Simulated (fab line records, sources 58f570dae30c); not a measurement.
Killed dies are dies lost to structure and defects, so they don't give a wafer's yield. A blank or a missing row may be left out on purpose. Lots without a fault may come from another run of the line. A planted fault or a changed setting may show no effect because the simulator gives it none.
One fault seen from 2 desks | flow berkeley_cmos170 | each desk has only its own numbers; what lay behind them comes last

THE TOOL OWNER'S DESK: lpcvd-01
The tool's own readings at UCB170_CONTACT_CVD_01 (deposits PSG from SiH4/O2/PH3, target thk 700 nm, time 2820 s): means of the sampled wafers that have a number, for each lot that ran on this tool. A lot is out of limits, marked OUT, if its mean lies more than 4 standard deviations from the usual mean; the brackets give that distance.
Columns: A = spike_tc_centre_C at UCB170_CONTACT_CVD_01, usual 452.3 C; B = spike_tc_load_C at UCB170_CONTACT_CVD_01, usual 467 C; C = spike_tc_source_C at UCB170_CONTACT_CVD_01, usual 468.2 C; D = susceptor_temp_C at UCB170_CONTACT_CVD_01, usual 450.01 C; E = zone_power_source_pct at UCB170_CONTACT_CVD_01, usual 7.39 %
lot  | first seen here | A               | B             | C               | D                        | E
L374 | day 9 08:05     | 451.8           | 465           | 471.9           | 450.04                   | 6.99
L375 | day 9 08:05     | 452.8           | 471           | 465.4           | 450.01                   | 7.50
L378 | day 9 08:05     | 454.1           | 471           | 463.8           | 450.19                   | 7.53
L377 | day 9 09:52     | 454.9           | 471           | 464.0           | 450.12                   | 7.50
L380 | day 10 00:34    | 453.7           | 470           | 464.7           | 449.71                   | 7.50
L383 | day 10 10:11    | 411.2 (-26) OUT | 426 (-14) OUT | 430.3 (-13) OUT | 410.43 (-99 or more) OUT | 6.05 (-4.8) OUT
L381 | day 10 11:58    | 412.5 (-25) OUT | 425 (-14) OUT | 431.5 (-13) OUT | 410.39 (-99 or more) OUT | 5.96 (-5.1) OUT
This desk's finding: out of limits on L381, L383; first on L383, day 10 10:11 (spike_tc_centre_C at UCB170_CONTACT_CVD_01). In limits: L374, L375, L378, L377, L380.

THE METROLOGY DESK
What the gauges read, lot by lot, whatever tool the lot ran on: means of the sampled wafers that have a number. A lot is out of limits, marked OUT, if its mean lies more than 4 standard deviations from the usual mean; the brackets give that distance.
Columns: A = PVT_OVL at UCB170_PVT_OVL_MEAS_06, usual 1 nm; B = CONTACT_PSG_THK at UCB170_CONTACT_THK_MEAS_02, usual 705 nm; C = M2_AL_THK at UCB170_M2_THK_MEAS_03, usual 904 nm
lot  | first seen here | A  | B             | C
L371 | day 6 13:50     | -1 | 708           | 906
L372 | day 7 05:15     | -3 | 712           | 908
L373 | day 7 05:48     | 1  | 705           | 911
L375 | day 7 14:53     | -3 | 703           | 898
L374 | day 7 15:14     | 2  | 693           | 898
L378 | day 7 22:47     | 5  | 705           | 896
L379 | day 7 23:04     | 6  | 709           | 892
L376 | day 7 23:20     | 1  | 710           | 902
L377 | day 7 23:47     | -1 | 703           | 912
L380 | day 8 12:41     | -2 | 702           | 905
L381 | day 9 00:24     | 6  | 490 (-29) OUT | 900
L382 | day 9 00:47     | 7  | 720           | 916
L383 | day 9 01:03     | -8 | 469 (-32) OUT | 898
L385 | day 9 12:01     | -2 | 708           | 912
This desk's finding: out of limits on L381, L383; first on L383, day 10 11:59 (CONTACT_PSG_THK at UCB170_CONTACT_THK_MEAS_02). In limits: L371, L372, L373, L375, L374, L378, L379, L376, L377, L380, L382, L385.

PUT TOGETHER
The tool owner's desk could have raised an alarm at day 10 10:11, on L381, L383.
The metrology desk could have raised an alarm at day 10 11:59, on L381, L383.
Of the lots named, all ran UCB170_CONTACT_CVD_01 on lpcvd-01.

WHAT THE SIMULATOR HAD PUT IN
Process parameter drift: lpcvd-01, from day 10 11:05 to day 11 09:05, at UCB170_CONTACT_CVD_01. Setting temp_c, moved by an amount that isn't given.
Lots struck among those shown: L381, L383.
